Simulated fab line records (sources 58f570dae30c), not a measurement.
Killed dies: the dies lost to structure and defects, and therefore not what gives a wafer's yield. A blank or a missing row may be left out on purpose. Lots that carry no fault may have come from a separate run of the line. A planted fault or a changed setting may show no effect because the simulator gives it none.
Lot-split experiment || flow berkeley cmos170 || route with 331 steps; 5 lots, 23 wafers read

ABOUT THE SPLIT
At UCB170_NVT_COAT_01 (resist thk 900 nm), the setting resist thk nm was moved away from the recipe's 900 nm on 8 of the 23 wafers read, by -4.0% to -2.5%. All remaining wafers had this setting at the recipe value.

The split's own step is where the reading is taken.

THE READING
KrF_of_NVT_COAT_01.thk nm (the simulator's own value, which no gauge read), in nm, at UCB170_NVT_COAT_01 (resist thk 900 nm). No usual value for it is given in the file. The 15 wafers here that ran the recipe average 899.1 nm, standard deviation 2.6 nm.

{"wafer": "L076.1", "tool, chamber at the split": "litho track-04, 0", "resist thk nm as run, nm": 869.2, "against the recipe": "-3.4%", "KrF_of_NVT_COAT_01.thk nm, nm": 866.5, "against lot-mates on the recipe": -29.2}
{"wafer": "L076.2", "tool, chamber at the split": "litho track-04, 0", "resist thk nm as run, nm": 869.2, "against the recipe": "-3.4%", "KrF_of_NVT_COAT_01.thk nm, nm": 868.4, "against lot-mates on the recipe": -27.3}
{"wafer": "L076.4", "tool, chamber at the split": "litho track-04, 0", "resist thk nm as run, nm": 900, "against the recipe": "recipe", "KrF_of_NVT_COAT_01.thk nm, nm": 894.2, "against lot-mates on the recipe": "-"}
{"wafer": "L076.5", "tool, chamber at the split": "litho track-04, 0", "resist thk nm as run, nm": 869.2, "against the recipe": "-3.4%", "KrF_of_NVT_COAT_01.thk nm, nm": 864.8, "against lot-mates on the recipe": -30.9}
{"wafer": "L076.6", "tool, chamber at the split": "litho track-04, 0", "resist thk nm as run, nm": 900, "against the recipe": "recipe", "KrF_of_NVT_COAT_01.thk nm, nm": 897.2, "against lot-mates on the recipe": "-"}
{"wafer": "L078.2", "tool, chamber at the split": "litho track-01, 0", "resist thk nm as run, nm": 900, "against the recipe": "recipe", "KrF_of_NVT_COAT_01.thk nm, nm": 896.1, "against lot-mates on the recipe": "-"}
{"wafer": "L078.3", "tool, chamber at the split": "litho track-01, 0", "resist thk nm as run, nm": 900, "against the recipe": "recipe", "KrF_of_NVT_COAT_01.thk nm, nm": 897.5, "against lot-mates on the recipe": "-"}
{"wafer": "L078.6", "tool, chamber at the split": "litho track-01, 0", "resist thk nm as run, nm": 900, "against the recipe": "recipe", "KrF_of_NVT_COAT_01.thk nm, nm": 897.6, "against lot-mates on the recipe": "-"}
{"wafer": "L081.1", "tool, chamber at the split": "litho track-02, 0", "resist thk nm as run, nm": 864, "against the recipe": "-4.0%", "KrF_of_NVT_COAT_01.thk nm, nm": 863.7, "against lot-mates on the recipe": -36.3}
{"wafer": "L081.2", "tool, chamber at the split": "litho track-02, 0", "resist thk nm as run, nm": 864, "against the recipe": "-4.0%", "KrF_of_NVT_COAT_01.thk nm, nm": 863.4, "against lot-mates on the recipe": -36.6}
{"wafer": "L081.3", "tool, chamber at the split": "litho track-02, 0", "resist thk nm as run, nm": 864, "against the recipe": "-4.0%", "KrF_of_NVT_COAT_01.thk nm, nm": 860.5, "against lot-mates on the recipe": -39.5}
{"wafer": "L081.5", "tool, chamber at the split": "litho track-02, 0", "resist thk nm as run, nm": 900, "against the recipe": "recipe", "KrF_of_NVT_COAT_01.thk nm, nm": 900.3, "against lot-mates on the recipe": "-"}
{"wafer": "L081.6", "tool, chamber at the split": "litho track-02, 0", "resist thk nm as run, nm": 900, "against the recipe": "recipe", "KrF_of_NVT_COAT_01.thk nm, nm": 899.8, "against lot-mates on the recipe": "-"}
{"wafer": "L082.1", "tool, chamber at the split": "litho track-04, 0", "resist thk nm as run, nm": 900, "against the recipe": "recipe", "KrF_of_NVT_COAT_01.thk nm, nm": 903.3, "against lot-mates on the recipe": "-"}
{"wafer": "L082.2", "tool, chamber at the split": "litho track-04, 0", "resist thk nm as run, nm": 900, "against the recipe": "recipe", "KrF_of_NVT_COAT_01.thk nm, nm": 903, "against lot-mates on the recipe": "-"}
{"wafer": "L082.3", "tool, chamber at the split": "litho track-04, 0", "resist thk nm as run, nm": 900, "against the recipe": "recipe", "KrF_of_NVT_COAT_01.thk nm, nm": 902.5, "against lot-mates on the recipe": "-"}
{"wafer": "L082.4", "tool, chamber at the split": "litho track-04, 0", "resist thk nm as run, nm": 900, "against the recipe": "recipe", "KrF_of_NVT_COAT_01.thk nm, nm": 901.1, "against lot-mates on the recipe": "-"}
{"wafer": "L082.6", "tool, chamber at the split": "litho track-04, 0", "resist thk nm as run, nm": 900, "against the recipe": "recipe", "KrF_of_NVT_COAT_01.thk nm, nm": 900.3, "against lot-mates on the recipe": "-"}
{"wafer": "L084.1", "tool, chamber at the split": "litho track-02, 0", "resist thk nm as run, nm": 877.3, "against the recipe": "-2.5%", "KrF_of_NVT_COAT_01.thk nm, nm": 875.6, "against lot-mates on the recipe": -22.2}
{"wafer": "L084.2", "tool, chamber at the split": "litho track-02, 0", "resist thk nm as run, nm": 900, "against the recipe": "recipe", "KrF_of_NVT_COAT_01.thk nm, nm": 897.6, "against lot-mates on the recipe": "-"}
{"wafer": "L084.3", "tool, chamber at the split": "litho track-02, 0", "resist thk nm as run, nm": 900, "against the recipe": "recipe", "KrF_of_NVT_COAT_01.thk nm, nm": 897.5, "against lot-mates on the recipe": "-"}
{"wafer": "L084.4", "tool, chamber at the split": "litho track-02, 0", "resist thk nm as run, nm": 900, "against the recipe": "recipe", "KrF_of_NVT_COAT_01.thk nm, nm": 898.4, "against lot-mates on the recipe": "-"}
{"wafer": "L084.5", "tool, chamber at the split": "litho track-02, 0", "resist thk nm as run, nm": 877.3, "against the recipe": "-2.5%", "KrF_of_NVT_COAT_01.thk nm, nm": 875.7, "against lot-mates on the recipe": -22.1}

FIT RESULTS
A straight line over all 23 wafers: KrF_of_NVT_COAT_01.thk nm changes by +9.29 nm for each +1% of resist thk nm; r = +0.99; the points scatter about the line by 2.3 nm.
The same after taking each lot's own level away (the mean of its wafers on the recipe; 23 wafers): +9 nm for each +1%; r = +1.00; scatter 1.4 nm.
According to that fit, moving resist thk nm by its largest amount changes the reading by 36 nm.
Across the lots, their own levels run from 895.70 to 902.04 nm, a range of 2.5 times the standard deviation given above.
The two slopes agree, so the slope changes little with the lot-to-lot level.
Check: -35.9 nm against its lot-mates is what the line predicts for one of the wafers moved furthest among these (-4.0%) when that wafer is left out of the fit. It came out at -36.3 nm against them.

OTHER SPLITS APPLIED TO THESE WAFERS
Other splits were also applied to these wafers ahead of the reading. Each is held against what the fit with the lots' levels taken away leaves over:
{"other split on the same wafers": "UCB170_NWELL_ETCH_13 rf w", "wafers away from the commonest value": 9, "r with KrF_of_NVT_COAT_01.thk nm (lot level and that fit taken away)": -0.32}
{"other split on the same wafers": "UCB170_PWELL_OXIDATION_02 ox time s", "wafers away from the commonest value": 15, "r with KrF_of_NVT_COAT_01.thk nm (lot level and that fit taken away)": "+0.11"}
{"other split on the same wafers": "UCB170_PWELL_IMPLANT_15 energy kev", "wafers away from the commonest value": 9, "r with KrF_of_NVT_COAT_01.thk nm (lot level and that fit taken away)": -0.22}
{"other split on the same wafers": "UCB170_ACTIVE_PEB_11 peb temp c", "wafers away from the commonest value": 7, "r with KrF_of_NVT_COAT_01.thk nm (lot level and that fit taken away)": -0.33}

THE WHOLE CHAIN: every reading that the file lists as answering this split, in the file's order
{"step": "UCB170_NVT_COAT_01", "what it does": "resist thk 900 nm", "reading": "KrF_of_NVT_COAT_01.thk nm (the simulator's own value, which no gauge read)", "change (the file's fit)": "+8.97 nm for each +1% of the setting", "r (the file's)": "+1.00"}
{"step": "UCB170_NVT_STRIP_08", "what it does": "strips in O2", "reading": "strip time to endpoint s", "change (the file's fit)": "withheld for each +1% of the setting", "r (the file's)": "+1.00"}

FILE'S OWN FIT
KrF_of_NVT_COAT_01.thk nm changes by +8.97 nm for each +1% of resist thk nm, r = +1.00.
